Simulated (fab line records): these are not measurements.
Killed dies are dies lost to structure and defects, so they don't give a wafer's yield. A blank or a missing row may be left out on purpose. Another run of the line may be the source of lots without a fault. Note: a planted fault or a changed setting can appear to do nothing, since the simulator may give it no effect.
fab line records	flow rit_cmos
record: lots: 5	wafers: 23
route steps=202 shown ACTIVE@7 NWELL@36 PWELL@40 NRETRO@61 PRETRO@72 GATE@81 REOX@101 PLDD@122 SPACER@125 M1@202
start_h: hours from the record's first day to the start of the lot's first wafer shown	wait_h: hours elapsed since this lot's preceding step	" the same as in the row above	L1.1+2: a row that stands for several wafers	- either no value or no given start	* or withheld: withheld	< > ~ a bound
route shown NAME@n: a module of which the file shows steps, and the number in the route of the first	usual: the fault-free wafers' mean and standard deviation	same: alike in all rows	chamber/n: place in a boat	sites: readings site by site	_std_site: the standard deviation of these	_edge_site: outer sites' mean less inner sites'	radius_mm: how far each site lies from the wafer's centre	mask NAME#n: copy n	behind: tool/chamber where the wafer was last shaped	hold: the reason the lot was held/the length of the hold in hours/how it ended	device: names the non-switching transistor (n, p or np)	end of line: the same wafers' tests at the end of the route	a step given without rows: its recipe and nothing more	killed: at the first sort, the dies lost to defects and structure; wafer yield is something else	map: dies across one wafer; x = killed, . = not, _ = none there
set.NAME: the setting that was run; set.NAME@STEP: the one run at that earlier step	model.NAME: the simulator's own value behind a step, which no gauge read
one table per step and one row per wafer, for lots whose settings were changed on purpose
== steps ==
step: RIT_ACTIVE_COAT_06
recipe: resist: NOVOLAK	spin_rpm: 3250	resist_thk_nm: 1000
lot.wafer	tool	chamber	start_h	wait_h	set.resist_thk_nm	model.NOVOLAK_of_ACTIVE_COAT_06.thk_nm
L074.1	litho_track-01	0	14.18	0.1	1000	999.3
L074.4	"	0	"	"	1000	1002
L074.5	"	0	"	"	1000	997.9
L076.1	litho_track-01	0	23.74	0.1	1000	1008
L076.2	"	0	"	"	1000	1006
L076.4	"	0	"	"	1000	1005
L076.5	"	0	"	"	1000	1007
L076.6	"	0	"	"	1000	1004
L077.1	litho_track-03	0	29.14	0.1	1027	1031
L077.2	"	0	"	"	1000	1003
L077.3+5	"	0	"	"	1027	1034
L077.4	"	0	"	"	1000	1002
L079.1	litho_track-04	0	39.42	0.1	1000	1000
L079.3	"	0	"	"	1000	999.9
L079.4	"	0	"	"	982.6	983.5
L079.5	"	0	"	"	982.6	984.5
L079.6	"	0	"	"	1000	1004
L083.1	litho_track-01	0	59.03	0.1	1000	997.7
L083.2	"	0	"	"	948.7	949.2
L083.3	"	0	"	"	948.7	946.5
L083.4	"	0	"	"	948.7	948.3
L083.5	"	0	"	"	1000	996
step: RIT_ACTIVE_EXPOSE_08
recipe: mask_id: M1	na: 0.6	source_shape: conventional	sigma_outer: 0.6	target_cd_nm: 1400	dose_mj: 225
lot.wafer	tool	chamber	start_h	wait_h	mask	set.dose_mj
L074.1+4+5	iline_stepper-01	0	14.61	0.2	M1#0	225
L076.1+2+4+5+6	iline_stepper-02	0	24.04	0.1	M1#0	225
L077.1+4+5	iline_stepper-02	0	29.44	0.1	M1#0	225
L077.2+3	"	0	"	"	M1#0	230.8
L079.1+5	iline_stepper-01	0	39.84	0.2	M1#0	225
L079.3+4+6	"	0	"	"	M1#0	234.2
L083.1+2+4	iline_stepper-02	0	59.33	0.1	M1#0	219.6
L083.3+5	"	0	"	"	M1#0	225
step: RIT_ACTIVE_PEB_09
recipe: resist: NOVOLAK	temp_c: withheld	time_s: withheld
step: RIT_ACTIVE_DEVELOP_10
recipe: resist: NOVOLAK	develop_time_s: 50	dev_temp_c: 23
step: RIT_ACTIVE_CD_MEAS_11
recipe: target_cd_nm: 1400
usual: cd_nm: 1400.1/1.8
lot.wafer	tool	chamber	start_h	wait_h	set.dose_mj@ACTIVE_EXPOSE_08	cd_nm
L074.1	cd_sem-02	-	15.01	-	225	1401.7
L074.4	"	-	"	"	225	1401.2
L074.5	"	-	"	"	225	1398.2
L076.1	cd_sem-01	-	24.44	-	225	1402.9
L076.2	"	-	"	"	225	1399.0
L076.4	"	-	"	"	225	1398.4
L076.5	"	-	"	"	225	1400.2
L076.6	"	-	"	"	225	1400.0
L077.1	cd_sem-02	-	29.84	-	225	1403.8
L077.2	"	-	"	"	230.8	1393.2
L077.3	"	-	"	"	230.8	1395.7
L077.4	"	-	"	"	225	1401.9
L077.5	"	-	"	"	225	1403.6
L079.1	cd_sem-01	-	40.24	-	225	1399.3
L079.3	"	-	"	"	234.2	1385.5
L079.4	"	-	"	"	234.2	1387.7
L079.5	"	-	"	"	225	1398.1
L079.6	"	-	"	"	234.2	1390.2
L083.1	cd_sem-02	-	59.73	-	219.6	1403.0
L083.2	"	-	"	"	219.6	1402.4
L083.3	"	-	"	"	225	1394.5
L083.4	"	-	"	"	219.6	1399.9
L083.5	"	-	"	"	225	1399.3
step: RIT_ACTIVE_HARDBAKE_12
recipe: resist: NOVOLAK	temp_c: 140	time_s: 60
lot.wafer	tool	chamber	start_h	wait_h	set.resist_thk_nm@ACTIVE_COAT_06	model.NOVOLAK_of_ACTIVE_COAT_06.thk_nm
L074.1	litho_track-01	0	15.29	0.3	1000	883.1
L074.4	"	0	"	"	1000	885.3
L074.5	"	0	"	"	1000	882
L076.1	litho_track-04	0	24.56	0.1	1000	890.5
L076.2	"	0	"	"	1000	889.2
L076.4	"	0	"	"	1000	887.9
L076.5	"	0	"	"	1000	889.9
L076.6	"	0	"	"	1000	887.5
L077.1	litho_track-01	0	29.96	0.1	1027	910.9
L077.2	"	0	"	"	1000	886.7
L077.3	"	0	"	"	1027	913.7
L077.4	"	0	"	"	1000	885.8
L077.5	"	0	"	"	1027	913.6
L079.1	litho_track-03	0	40.36	0.1	1000	883.9
L079.3	"	0	"	"	1000	883.7
L079.4	"	0	"	"	982.6	869.4
L079.5	"	0	"	"	982.6	870.3
L079.6	"	0	"	"	1000	887.3
L083.1	litho_track-01	0	59.85	0.1	1000	881.8
L083.2	"	0	"	"	948.7	839.4
L083.3	"	0	"	"	948.7	837
L083.4	"	0	"	"	948.7	838.5
L083.5	"	0	"	"	1000	880.3
step: RIT_ACTIVE_ETCH_13
recipe: stop_on: SiO2	chemistry: SF6	target: Si3N4	time_s: 210	over_etch_frac: 0.4	SF6_flow_sccm: 200	pressure_mtorr: 260	rf_w: 125	target_depth_a: 2100
lot.wafer	tool	chamber	start_h	wait_h	set.dose_mj@ACTIVE_EXPOSE_08	model.ACTIVE.cd_nm
L074.1	rie_diel-02	2	15.44	0.1	225	1402
L074.4	"	0	"	"	225	1401
L074.5	"	2	"	"	225	1398
L076.1	rie_diel-04	1	24.71	0.1	225	1403
L076.2	"	0	"	"	225	1399
L076.4	"	2	"	"	225	1398
L076.5+6	"	0,3	"	"	225	1400
L077.1	rie_diel-02	3	30.11	0.1	225	1404
L077.2	"	1	"	"	230.8	1393
L077.3	"	0	"	"	230.8	1396
L077.4	"	2	"	"	225	1402
L077.5	"	2	"	"	225	1403
L079.1	rie_diel-04	2	40.51	0.1	225	1399
L079.3	"	1	"	"	234.2	1385
L079.4	"	0	"	"	234.2	1387
L079.5	"	3	"	"	225	1398
L079.6	"	0	"	"	234.2	1390
L083.1	rie_diel-04	0	60.00	0.1	219.6	1403
L083.2	"	3	"	"	219.6	1402
L083.3	"	1	"	"	225	1394
L083.4	"	2	"	"	219.6	1400
L083.5	"	2	"	"	225	1399
step: RIT_ACTIVE_STRIP_14
recipe: chemistry: O2	time_s: 180	resist: NOVOLAK	platen_temp_c: withheld	power_w: 500	pressure_mtorr: 4000	o2_flow_sccm: 4000
lot.wafer	tool	chamber	start_h	wait_h	set.pressure_mtorr
L074.1+4+5	plasma_asher-03	1,0,1	15.57	0.1	4000
L076.1+2+4+5+6	plasma_asher-02	0,1,1,0,1	24.84	0.1	4390
L077.1+2+3+4+5	plasma_asher-03	0,1,0,1,1	30.24	0.1	4159
L079.1+3+4+5+6	plasma_asher-03	0,0,1,0,1	40.65	0.1	4000
L083.1+2+3+4+5	plasma_asher-02	0,1,0,1,0	60.13	0.1	3452
step: RIT_ACTIVE_CD_MEAS_90
recipe: target_cd_nm: 1400
usual: cd_nm: 1400.1/1.8
lot.wafer	tool	chamber	start_h	wait_h	set.dose_mj@ACTIVE_EXPOSE_08	cd_nm
L074.1	cd_sem-01	-	15.75	0.1	225	1401.8
L074.4	"	-	"	"	225	1401.4
L074.5	"	-	"	"	225	1398.0
L076.1	cd_sem-01	-	25.02	0.1	225	1402.6
L076.2	"	-	"	"	225	1398.6
L076.4	"	-	"	"	225	1398.1
L076.5	"	-	"	"	225	1399.6
L076.6	"	-	"	"	225	1400.1
L077.1	cd_sem-01	-	30.42	0.1	225	1403.5
L077.2	"	-	"	"	230.8	1392.7
L077.3	"	-	"	"	230.8	1395.9
L077.4	"	-	"	"	225	1402.1
L077.5	"	-	"	"	225	1403.2
L079.1	cd_sem-02	-	40.82	0.1	225	1399.5
L079.3	"	-	"	"	234.2	1385.6
L079.4	"	-	"	"	234.2	1387.2
L079.5	"	-	"	"	225	1398.0
L079.6	"	-	"	"	234.2	1389.6
L083.1	cd_sem-01	-	60.30	0.1	219.6	1403.5
L083.2	"	-	"	"	219.6	1402.3
L083.3	"	-	"	"	225	1393.4
L083.4	"	-	"	"	219.6	1399.8
L083.5	"	-	"	"	225	1399.2
step: RIT_NWELL_IMPLANT_08
recipe: species: P	energy_kev: 170	dose_cm2: 5e+13	tilt_deg: 7
lot.wafer	tool	chamber	start_h	wait_h	set.energy_kev	model.implant.rp_nm	model.implant.drp_nm
L074.1+4+5	implanter-04	0	21.43	0.2	170	212.6	68.82
L076.1+4+6	implanter-02	0	33.31	0.2	175.9	219.7	70.61
L076.2+5	"	0	"	"	170	212.1	68.82
L077.1+2+3+4+5	implanter-02	0	37.16	0.2	170	209.5	68.82
L079.1+5+6	implanter-04	0	46.28	0.2	170	203.2	68.82
L079.3+4	"	0	"	"	177.7	212.7	71.15
L083.1+3+4	implanter-01	0	65.86	0.2	170	209.4	68.82
L083.2+5	"	0	"	"	179.7	221.7	71.74
step: RIT_PWELL_COAT_01
recipe: resist: NOVOLAK	spin_rpm: 2000	resist_thk_nm: 1300
lot.wafer	tool	chamber	start_h	wait_h	set.spin_rpm	model.NOVOLAK_of_PWELL_COAT_01.thk_nm
L074.1	litho_track-02	0	21.96	0.1	2000	1300
L074.4	"	0	"	"	2000	1298
L074.5	"	0	"	"	2000	1301
L076.1	litho_track-02	0	33.85	0.1	2000	1302
L076.2	"	0	"	"	2000	1303
L076.4	"	0	"	"	2000	1305
L076.5+6	"	0	"	"	2000	1306
L077.1	litho_track-02	0	37.69	0.1	2142	1257
L077.2	"	0	"	"	2000	1301
L077.3	"	0	"	"	2142	1253
L077.4+5	"	0	"	"	2000	1299
L079.1	litho_track-02	0	46.81	0.1	2000	1305
L079.3	"	0	"	"	2000	1301
L079.4	"	0	"	"	2000	1308
L079.5	"	0	"	"	2000	1304
L079.6	"	0	"	"	2000	1306
L083.1	litho_track-04	0	66.39	0.1	2000	1297
L083.2	"	0	"	"	2000	1299
L083.3	"	0	"	"	1916	1329
L083.4	"	0	"	"	1916	1328
L083.5	"	0	"	"	1916	1326
step: RIT_PWELL_SOFTBAKE_02
recipe: resist: NOVOLAK	temp_c: 90	time_s: 60
step: RIT_PWELL_EXPOSE_03
recipe: mask_id: M3	na: 0.57	target_cd_nm: 43700	dose_mj: 250
step: RIT_PWELL_DEVELOP_05
recipe: resist: NOVOLAK	develop_time_s: 68	dev_temp_c: 23
step: RIT_PWELL_HARDBAKE_07
recipe: resist: NOVOLAK	temp_c: 140	time_s: 120
lot.wafer	tool	chamber	start_h	wait_h	set.spin_rpm@PWELL_COAT_01	model.NOVOLAK_of_PWELL_COAT_01.thk_nm
L074.1	litho_track-04	0	22.73	0.0	2000	1137
L074.4	"	0	"	"	2000	1135
L074.5	"	0	"	"	2000	1138
L076.1	litho_track-02	0	34.65	0.0	2000	1139
L076.2	"	0	"	"	2000	1140
L076.4	"	0	"	"	2000	1141
L076.5+6	"	0	"	"	2000	1142
L077.1	litho_track-02	0	38.46	0.0	2142	1100
L077.2	"	0	"	"	2000	1138
L077.3	"	0	"	"	2142	1097
L077.4+5	"	0	"	"	2000	1136
L079.1+6	litho_track-02	0	47.67	0.0	2000	1142
L079.3	"	0	"	"	2000	1138
L079.4	"	0	"	"	2000	1144
L079.5	"	0	"	"	2000	1140
L083.1	litho_track-04	0	67.28	0.0	2000	1134
L083.2	"	0	"	"	2000	1136
L083.3+4	"	0	"	"	1916	1161
L083.5	"	0	"	"	1916	1159
step: RIT_NRETRO_IMPLANT_08
recipe: species: P	energy_kev: 70	dose_cm2: 1e+13	tilt_deg: 7
lot.wafer	tool	chamber	start_h	wait_h	set.dose_cm2
L074.1+4+5	implanter-04	0	31.04	0.2	1e+13
L076.1+5+6	implanter-03	0	42.46	0.2	1e+13
L076.2+4	"	0	"	"	1.044e+13
L077.1+3+4	implanter-04	0	45.80	0.2	1e+13
L077.2+5	"	0	"	"	9.274e+12
L079.1+3	implanter-02	0	55.85	0.2	1.02e+13
L079.4+5+6	"	0	"	"	1e+13
L083.1+2+3+4+5	implanter-03	0	74.41	0.2	1e+13
step: RIT_NRETRO_STRIP_09
recipe: chemistry: O2	time_s: 180	resist: NOVOLAK	platen_temp_c: withheld	power_w: 500	pressure_mtorr: 4000	o2_flow_sccm: 4000
step: RIT_NRETRO_TW_MEAS_10
usual: NRETRO_TW: 1053/6.4
lot.wafer	tool	chamber	start_h	wait_h	set.dose_cm2@NRETRO_IMPLANT_08	NRETRO_TW
L074.1	film_metro-03	-	31.37	0.1	1e+13	1059
L074.4	"	-	"	"	1e+13	1055
L074.5	"	-	"	"	1e+13	1050
L076.1	film_metro-03	-	42.78	0.1	1e+13	1057
L076.2	"	-	"	"	1.044e+13	1073
L076.4	"	-	"	"	1.044e+13	1073
L076.5	"	-	"	"	1e+13	1056
L076.6	"	-	"	"	1e+13	1060
L077.1	film_metro-02	-	46.12	0.1	1e+13	1047
L077.2	"	-	"	"	9.274e+12	1031
L077.3	"	-	"	"	1e+13	1052
L077.4	"	-	"	"	1e+13	1045
L077.5	"	-	"	"	9.274e+12	1020
L079.1	film_metro-03	-	56.18	0.1	1.02e+13	1058
L079.3	"	-	"	"	1.02e+13	1058
L079.4	"	-	"	"	1e+13	1056
L079.5	"	-	"	"	1e+13	1049
L079.6	"	-	"	"	1e+13	1054
L083.1	film_metro-02	-	74.73	0.1	1e+13	1044
L083.2	"	-	"	"	1e+13	1044
L083.3	"	-	"	"	1e+13	1050
L083.4	"	-	"	"	1e+13	1037
L083.5	"	-	"	"	1e+13	1042
step: RIT_PRETRO_IMPLANT_08
recipe: species: B	energy_kev: 45	dose_cm2: 1.2e+13	tilt_deg: 7
lot.wafer	tool	chamber	start_h	wait_h	set.dose_cm2
L074.1+4+5	implanter-04	0	32.72	0.2	1.2e+13
L076.1+2+6	implanter-03	0	44.01	0.2	1.2e+13
L076.4+5	"	0	"	"	1.245e+13
L077.1+2+3+4+5	implanter-03	0	47.41	0.2	1.2e+13
L079.1+3+4	implanter-03	0	57.40	0.2	1.2e+13
L079.5+6	"	0	"	"	1.118e+13
L083.1+4+5	implanter-04	0	76.08	0.2	1.2e+13
L083.2+3	"	0	"	"	1.14e+13
step: RIT_PRETRO_STRIP_09
recipe: chemistry: O2	time_s: 180	resist: NOVOLAK	platen_temp_c: withheld	power_w: 500	pressure_mtorr: 4000	o2_flow_sccm: 4000
step: RIT_PRETRO_TW_MEAS_10
usual: PRETRO_TW: 479/3.3
lot.wafer	tool	chamber	start_h	wait_h	set.dose_cm2@PRETRO_IMPLANT_08	PRETRO_TW
L074.1	film_metro-01	-	33.04	0.1	1.2e+13	482
L074.4	"	-	"	"	1.2e+13	481
L074.5	"	-	"	"	1.2e+13	480
L076.1	film_metro-04	-	44.33	0.1	1.2e+13	478
L076.2	"	-	"	"	1.2e+13	479
L076.4	"	-	"	"	1.245e+13	482
L076.5	"	-	"	"	1.245e+13	480
L076.6	"	-	"	"	1.2e+13	477
L077.1	film_metro-01	-	47.73	0.1	1.2e+13	482
L077.2	"	-	"	"	1.2e+13	484
L077.3	"	-	"	"	1.2e+13	482
L077.4	"	-	"	"	1.2e+13	485
L077.5	"	-	"	"	1.2e+13	481
L079.1	film_metro-03	-	57.73	0.1	1.2e+13	475
L079.3	"	-	"	"	1.2e+13	476
L079.4	"	-	"	"	1.2e+13	474
L079.5	"	-	"	"	1.118e+13	464
L079.6	"	-	"	"	1.118e+13	466
L083.1	film_metro-01	-	76.41	0.1	1.2e+13	480
L083.2	"	-	"	"	1.14e+13	475
L083.3	"	-	"	"	1.14e+13	475
L083.4	"	-	"	"	1.2e+13	482
L083.5	"	-	"	"	1.2e+13	484
step: RIT_GATE_OXIDATION_05
recipe: temp_c: 900	ambient: O2	target_thk_a: 30	ox_time_s: 270
lot.wafer	tool	chamber	start_h	wait_h	set.ox_time_s	model.SiO2_of_GATE_OXIDATION_05.thk_nm
L074.1	furnace-04	0	34.72	1.2	270	3.059
L074.4	"	0	"	"	270	3.051
L074.5	"	0	"	"	270	3.063
L076.1	-	-	-	0.1	282.9	3.163
L076.2+6	"	-	"	"	282.9	3.144
L076.4	"	-	"	"	282.9	3.122
L076.5	"	-	"	"	282.9	3.155
L077.1	-	-	-	0.1	287.2	3.181
L077.2	"	-	"	"	287.2	3.228
L077.3	"	-	"	"	287.2	3.19
L077.4	"	-	"	"	287.2	3.221
L077.5	"	-	"	"	287.2	3.158
L079.1	-	-	-	0.1	270	3.001
L079.3+4	"	-	"	"	270	3.005
L079.5	"	-	"	"	270	3.04
L079.6	"	-	"	"	270	2.972
L083.1	-	-	-	1.7	270	2.959
L083.2	"	-	"	"	270	2.967
L083.3	"	-	"	"	270	2.97
L083.4	"	-	"	"	270	3.004
L083.5	"	-	"	"	270	2.932
step: RIT_GATE_DEVELOP_15
recipe: resist: NOVOLAK	develop_time_s: 50	dev_temp_c: 23
lot.wafer	tool	chamber	start_h	wait_h	set.develop_time_s
L074.1+4+5	litho_track-02	0	-	-	50
L076.1+5	litho_track-03	0	-	-	42.79
L076.2+4+6	"	0	"	"	50
L077.1+2+4	litho_track-04	0	-	-	50
L077.3+5	"	0	"	"	55.63
L079.1+5	litho_track-03	0	-	-	50
L079.3+4+6	"	0	"	"	54.26
L083.1+5	litho_track-04	0	-	-	50
L083.2+3+4	"	0	"	"	55.81
step: RIT_REOX_OXIDATION_03
recipe: temp_c: 900	ambient: O2	target_thk_a: 252	ox_time_s: 5580
lot.wafer	tool	chamber	start_h	wait_h	set.ox_time_s	model.SiO2_of_REOX_OXIDATION_03.thk_nm
L074.1	furnace-01	0	42.30	0.6	5580	25.33
L074.4	"	0	"	"	5580	25.24
L074.5	"	0	"	"	5580	25.41
L076.1	-	-	-	0.0	5966	25.98
L076.2	"	-	"	"	5966	25.99
L076.4	"	-	"	"	5966	25.89
L076.5	"	-	"	"	5966	26.33
L076.6	"	-	"	"	5966	25.65
L077.1	-	-	-	0.5	6322	27.37
L077.2	"	-	"	"	6322	27.12
L077.3	"	-	"	"	6322	27.34
L077.4	"	-	"	"	6322	27.19
L077.5	"	-	"	"	6322	26.87
L079.1	-	-	-	0.0	5352	24.65
L079.3	"	-	"	"	5352	24.28
L079.4	"	-	"	"	5352	24.73
L079.5	"	-	"	"	5352	24.56
L079.6	"	-	"	"	5352	24.64
L083.1	-	-	-	1.4	6293	27.63
L083.2	"	-	"	"	6293	27.37
L083.3	"	-	"	"	6293	27.45
L083.4	"	-	"	"	6293	27.49
L083.5	"	-	"	"	6293	27.32
step: RIT_REOX_THK_MEAS_04
recipe: reads: SiO2_of_REOX_OXIDATION_03
usual: REOX_OXIDE_THK: 25.1/0.38
lot.wafer	tool	chamber	start_h	wait_h	set.ox_time_s@REOX_OXIDATION_03	REOX_OXIDE_THK[nm]
L074.1	film_metro-01	-	44.85	0.0	5580	25.3
L074.4	"	-	"	"	5580	25.2
L074.5	"	-	"	"	5580	25.4
L076.1	film_metro-02	-	-	-	5966	26.0
L076.2	"	-	"	"	5966	26.0
L076.4	"	-	"	"	5966	25.9
L076.5	"	-	"	"	5966	26.3
L076.6	"	-	"	"	5966	25.7
L077.1	film_metro-02	-	-	-	6322	27.4
L077.2	"	-	"	"	6322	27.1
L077.3	"	-	"	"	6322	27.3
L077.4	"	-	"	"	6322	27.2
L077.5	"	-	"	"	6322	26.8
L079.1	film_metro-04	-	-	-	5352	24.7
L079.3	"	-	"	"	5352	24.3
L079.4	"	-	"	"	5352	24.7
L079.5	"	-	"	"	5352	24.6
L079.6	"	-	"	"	5352	24.6
L083.1	film_metro-04	-	-	-	6293	27.6
L083.2	"	-	"	"	6293	27.3
L083.3	"	-	"	"	6293	27.5
L083.4	"	-	"	"	6293	27.5
L083.5	"	-	"	"	6293	27.3
step: RIT_PLDD_IMPLANT_08
recipe: species: BF2	energy_kev: 20	dose_cm2: 9e+14	tilt_deg: 7
lot.wafer	tool	chamber	start_h	wait_h	set.dose_cm2
L074.1+4+5	implanter-01	0	47.58	0.1	9e+14
L076.1+2+4	implanter-02	0	57.51	0.1	9e+14
L076.5+6	"	0	"	"	8.637e+14
L077.1+3	implanter-02	0	59.61	0.1	8.537e+14
L077.2+4+5	"	0	"	"	9e+14
L079.1+3	implanter-03	0	69.38	0.1	9e+14
L079.4+5+6	"	0	"	"	9.535e+14
L083.1+2+3+4+5	implanter-03	0	90.35	0.1	9e+14
step: RIT_PLDD_STRIP_09
recipe: chemistry: O2	time_s: 180	resist: NOVOLAK	platen_temp_c: withheld	power_w: 500	pressure_mtorr: 4000	o2_flow_sccm: 4000
lot.wafer	tool	chamber	start_h	wait_h	set.o2_flow_sccm
L074.1+4+5	plasma_asher-04	0,0,1	47.73	0.1	4000
L076.1+2	plasma_asher-01	1,0	57.66	0.1	4000
L076.4+5+6	"	1,0,1	"	"	3458
L077.1+2+3+4+5	plasma_asher-01	0,1,0,1,1	59.76	0.1	4000
L079.1+3+5	plasma_asher-04	1	69.53	0.1	3843
L079.4+6	"	0	"	"	4000
L083.1+2+5	plasma_asher-01	0,1,0	90.50	0.1	4000
L083.3+4	"	1,0	"	"	4486
step: RIT_SPACER_CLEAN_00
recipe: chemistry: SC1	mix: 3:3:50	time_s: 600	temp_c: 75
lot.wafer	tool	chamber	start_h	wait_h	set.ox_time_s@REOX_OXIDATION_03	model.SiO2_of_REOX_OXIDATION_03.thk_nm
L074.1	wet_bench-03	0	47.97	0.1	5580	23.36
L074.4	"	0	"	"	5580	23.27
L074.5	"	0	"	"	5580	23.42
L076.1+2	wet_bench-01	1	57.92	0.1	5966	23.95
L076.4	"	1	"	"	5966	23.85
L076.5	"	1	"	"	5966	24.26
L076.6	"	1	"	"	5966	23.64
L077.1	wet_bench-04	2	59.99	0.1	6322	25.28
L077.2	"	2	"	"	6322	25.06
L077.3	"	2	"	"	6322	25.26
L077.4	"	2	"	"	6322	25.12
L077.5	"	2	"	"	6322	24.82
L079.1	wet_bench-04	1	69.77	0.1	5352	22.78
L079.3	"	1	"	"	5352	22.43
L079.4	"	1	"	"	5352	22.84
L079.5	"	1	"	"	5352	22.69
L079.6	"	1	"	"	5352	22.76
L083.1	wet_bench-01	2	90.74	0.1	6293	25.47
L083.2	"	2	"	"	6293	25.24
L083.3	"	2	"	"	6293	25.32
L083.4	"	2	"	"	6293	25.34
L083.5	"	2	"	"	6293	25.19
step: RIT_M1_PROBE_99
lot.wafer	tool	chamber	start_h	wait_h	set.develop_time_s@GATE_DEVELOP_15	model.etest.nmos_0p3.r_on_ohm_um	model.etest.nmos_turned.drive_ua_um	model.etest.pmos_0p15.r_on_ohm_um	model.etest.pmos_0p3.r_on_ohm_um	model.etest.pmos_turned.r_on_ohm_um
L074.1	prober-01	-	62.37	0.1	50	2164	344.4	2786	6431	3411
L074.4	prober-01	-	62.52	0.2	50	2166	345.9	2811	6443	3411
L074.5	prober-01	-	62.57	0.2	50	2154	342.4	2766	6411	3449
L076.1	prober-01	-	72.36	0.1	42.79	2403	269.9	3510	7345	4223
L076.2	prober-01	-	72.41	0.1	50	2246	306	2883	6657	3606
L076.4	prober-01	-	72.51	0.2	50	2233	308.6	2855	6543	3536
L076.5	prober-01	-	72.56	0.2	42.79	2452	257.3	3650	7360	4393
L076.6	prober-01	-	72.61	0.2	50	2220	315.9	2810	6477	3512
L077.2	prober-02	-	73.91	0.1	50	2302	275.2	3111	6948	3932
L077.3	prober-02	-	73.96	0.2	55.63	2152	303.6	2743	6560	3659
L077.4	prober-02	-	74.01	0.2	50	2340	270.8	3244	7030	4101
L077.5	prober-02	-	74.06	0.2	55.63	2122	321.4	2609	6327	3413
L079.1	prober-02	-	83.19	0.1	50	2221	330.9	2741	6286	3392
L079.3	prober-02	-	83.29	0.2	54.26	2053	361.4	2420	5909	3034
L079.4	prober-02	-	83.34	0.2	54.26	2059	369.4	2257	5780	2880
L079.5	prober-02	-	83.39	0.2	50	2158	339.4	2715	6230	3321
L079.6	prober-02	-	83.44	0.2	54.26	2009	373.9	2304	5752	2928
L083.1	prober-01	-	104.23	0.1	50	2230	279	3054	6443	3939
L083.2	prober-01	-	104.28	0.1	55.81	2058	324.5	2511	5958	3398
L083.3	prober-01	-	104.33	0.2	55.81	2039	321.3	2507	6075	3440
L083.4	prober-01	-	104.38	0.2	55.81	2105	302.9	2594	6070	3546
L083.5	prober-01	-	104.43	0.2	50	2183	284.4	2941	6345	3794
killed by level:class
L074.1 FOX2:geometric_particle:short=1 GATE:geometric_particle:open=1
L074.4 FOX2:geometric_particle:short=1 FOX2:geometric_particle:open=1 GATE:geometric_particle:open=1 SPACER:geometric_particle:open=1 SPACER:geometric_particle:short=1 SILICIDE:geometric_particle:open=1 NSD:coat_microbubble_printed=1
L074.5 FOX2:geometric_particle:open=2 GATE:geometric_particle:open=2 GATE:geometric_particle:short=2 FOX2:geometric_particle:short=1 M1:geometric_particle:short=1
== key ==
split: step: RIT_ACTIVE_COAT_06	setting: resist_thk_nm	stated: 1000	by: wafer
response: step: RIT_ACTIVE_COAT_06	reading: model.NOVOLAK_of_ACTIVE_COAT_06.thk_nm	change: +9.9	per: 1%	r: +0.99
response: step: RIT_ACTIVE_HARDBAKE_12	reading: model.NOVOLAK_of_ACTIVE_COAT_06.thk_nm	change: +8.65	per: 1%	r: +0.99
split: step: RIT_ACTIVE_EXPOSE_08	setting: dose_mj	stated: 225	by: wafer
response: step: RIT_ACTIVE_CD_MEAS_11	reading: cd_nm	change: -2.7	per: 1%	r: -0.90
response: step: RIT_ACTIVE_ETCH_13	reading: model.ACTIVE.cd_nm	change: -2.75	per: 1%	r: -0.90
response: step: RIT_ACTIVE_CD_MEAS_90	reading: cd_nm	change: -2.8	per: 1%	r: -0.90
split: step: RIT_ACTIVE_STRIP_14	setting: pressure_mtorr	stated: 4000	by: lot
response none clear
split: step: RIT_NWELL_IMPLANT_08	setting: energy_kev	stated: 170	by: wafer
response: step: RIT_NWELL_IMPLANT_08	reading: model.implant.rp_nm	change: +2.14	per: 1%	r: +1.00
response: step: RIT_NWELL_IMPLANT_08	reading: model.implant.drp_nm	change: +0.513	per: 1%	r: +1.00
split: step: RIT_PWELL_COAT_01	setting: spin_rpm	stated: 2000	by: wafer
response: step: RIT_PWELL_COAT_01	reading: model.NOVOLAK_of_PWELL_COAT_01.thk_nm	change: -6.47	per: 1%	r: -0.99
response: step: RIT_PWELL_HARDBAKE_07	reading: model.NOVOLAK_of_PWELL_COAT_01.thk_nm	change: -5.58	per: 1%	r: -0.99
split: step: RIT_NRETRO_IMPLANT_08	setting: dose_cm2	stated: 1e+13	by: wafer
response: step: RIT_NRETRO_TW_MEAS_10	reading: NRETRO_TW	change: +3.17	per: 1%	r: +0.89
split: step: RIT_PRETRO_IMPLANT_08	setting: dose_cm2	stated: 1.2e+13	by: wafer
response: step: RIT_PRETRO_TW_MEAS_10	reading: PRETRO_TW	change: +1.33	per: 1%	r: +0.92
split: step: RIT_GATE_OXIDATION_05	setting: ox_time_s	stated: 270	by: lot
response: step: RIT_GATE_OXIDATION_05	reading: model.SiO2_of_GATE_OXIDATION_05.thk_nm	change: +0.0303	per: 1%	r: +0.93
split: step: RIT_GATE_DEVELOP_15	setting: develop_time_s	stated: 50	by: wafer
response: step: RIT_M1_PROBE_99	reading: model.etest.pmos_turned.r_on_ohm_um	change: -45.3	per: 1%	r: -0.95
response: step: RIT_M1_PROBE_99	reading: model.etest.pmos_0p3.r_on_ohm_um	change: -47.1	per: 1%	r: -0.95
response: step: RIT_M1_PROBE_99	reading: model.etest.pmos_0p15.r_on_ohm_um	change: -46.1	per: 1%	r: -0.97
response: step: RIT_M1_PROBE_99	reading: model.etest.nmos_0p3.r_on_ohm_um	change: -14.2	per: 1%	r: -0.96
response: step: RIT_M1_PROBE_99	reading: model.etest.nmos_turned.drive_ua_um	change: +3.31	per: 1%	r: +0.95
split: step: RIT_REOX_OXIDATION_03	setting: ox_time_s	stated: 5580	by: lot
response: step: RIT_REOX_OXIDATION_03	reading: model.SiO2_of_REOX_OXIDATION_03.thk_nm	change: +0.157	per: 1%	r: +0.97
response: step: RIT_REOX_THK_MEAS_04	reading: REOX_OXIDE_THK	change: +0.156	per: 1%	r: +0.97
response: step: RIT_SPACER_CLEAN_00	reading: model.SiO2_of_REOX_OXIDATION_03.thk_nm	change: +0.144	per: 1%	r: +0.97
split: step: RIT_PLDD_IMPLANT_08	setting: dose_cm2	stated: 9e+14	by: wafer
response none in this file
split: step: RIT_PLDD_STRIP_09	setting: o2_flow_sccm	stated: 4000	by: wafer
response none clear
